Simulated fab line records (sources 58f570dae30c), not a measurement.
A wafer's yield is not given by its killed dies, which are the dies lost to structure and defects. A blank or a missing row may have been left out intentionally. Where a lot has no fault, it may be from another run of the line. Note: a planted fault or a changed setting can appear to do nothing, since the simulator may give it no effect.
Problem report, 8D (eight disciplines) form, completed by code | flow berkeley_cmos170 | the parts of the form that need people (team, actions taken, sign-off) are left out

## 1. THE ISSUE
Mean of cd_nm at UCB170_M3_CD_MEAS_15: 691.6 nm across 6 wafers in 2 lots; on wafers with no fault it is 700.0 nm (standard deviation 1.4). Relative to the usual mean, that is a shift of -6.0 standard deviations.
The step: target cd 700 nm.
The first sign was on wafer L134.1 at day 11 15:37, on cd_sem-02. The record has a number at this step for 42 wafers belonging to 14 lots. The rule behind "out" and "out of limits": a value lying over 4 standard deviations away from the usual mean. The other wafers with a number count as sound.

## 2. WHAT THIS IS AND IS NOT
question                    | is                     | is not
which readings at this step | cd_nm                  | -
which lots                  | L134, L136             | L123, L124, L125, L126, L127, L128, L129, L141, L142, L143, L144, L146
which wafers of those lots  | all that have a number | -
read on which gauges        | cd_sem-02              | cd_sem-01
when                        | from day 11 15:37      | up to then (21 sound wafers); but 15 sound wafers of L141, L142, L143, L144, L146 came after

## 3. WHAT RULES OUT EACH SUSPECT
Counting: any tool at a process step up to the reading is kept as a suspect provided that every lot that is out went through it and no sound lot did after the first of them.
- the gauge at UCB170_M3_CD_MEAS_15 has been ruled out. All the wafers that are out were read on cd_sem-02, but those of them that UCB170_M3_STRIP_19 has rows for are out there too, on other tools.
- litho_track-04 at UCB170_M3_COAT_10 (resist thk 900 nm): ruled out as a lasting fault. After its first lot that is out, L134 (day 11 14:00), sound lots L143 ran on it.
Left after counting: nothing in the record.

## 4. THE CAUSE (what the simulator had put in)
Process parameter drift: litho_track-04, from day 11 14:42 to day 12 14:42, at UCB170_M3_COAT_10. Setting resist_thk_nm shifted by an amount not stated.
It was ruled out by counting, in error; the rule expects a fault to strike all lots run on its tool from its start on, and this fault did not.

## 5. THE EFFECT CHAIN, in route order
Each row: a reading whose mean over the struck wafers that have a number lies more than 3 standard deviations from the usual. Readings are gone through only where the record gives a usual standard deviation; hours: the median, over the lots, of the time from a lot's start at the first step in this table giving one to that lot's start at this step; sigmas: the change measured in usual standard deviations.
hours | step                 | reading        | usual      | on struck wafers | change | sigmas
0     | UCB170_M3_CD_MEAS_15 | cd_nm          | 700.0 nm   | 691.6            | -8.4   | -6.0
0     | UCB170_M3_STRIP_19   | oes_product_au | 0.531 a.u. | 0.321            | -0.211 | -22
The process steps in it:
- UCB170_M3_STRIP_19: strips in O2.

## 6. WHAT WOULD HAVE CAUGHT IT SOONER
In this record the first reading out of limits at a measuring or inspecting step was taken at day 11 15:37, 1 hour after the fault began at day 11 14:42.
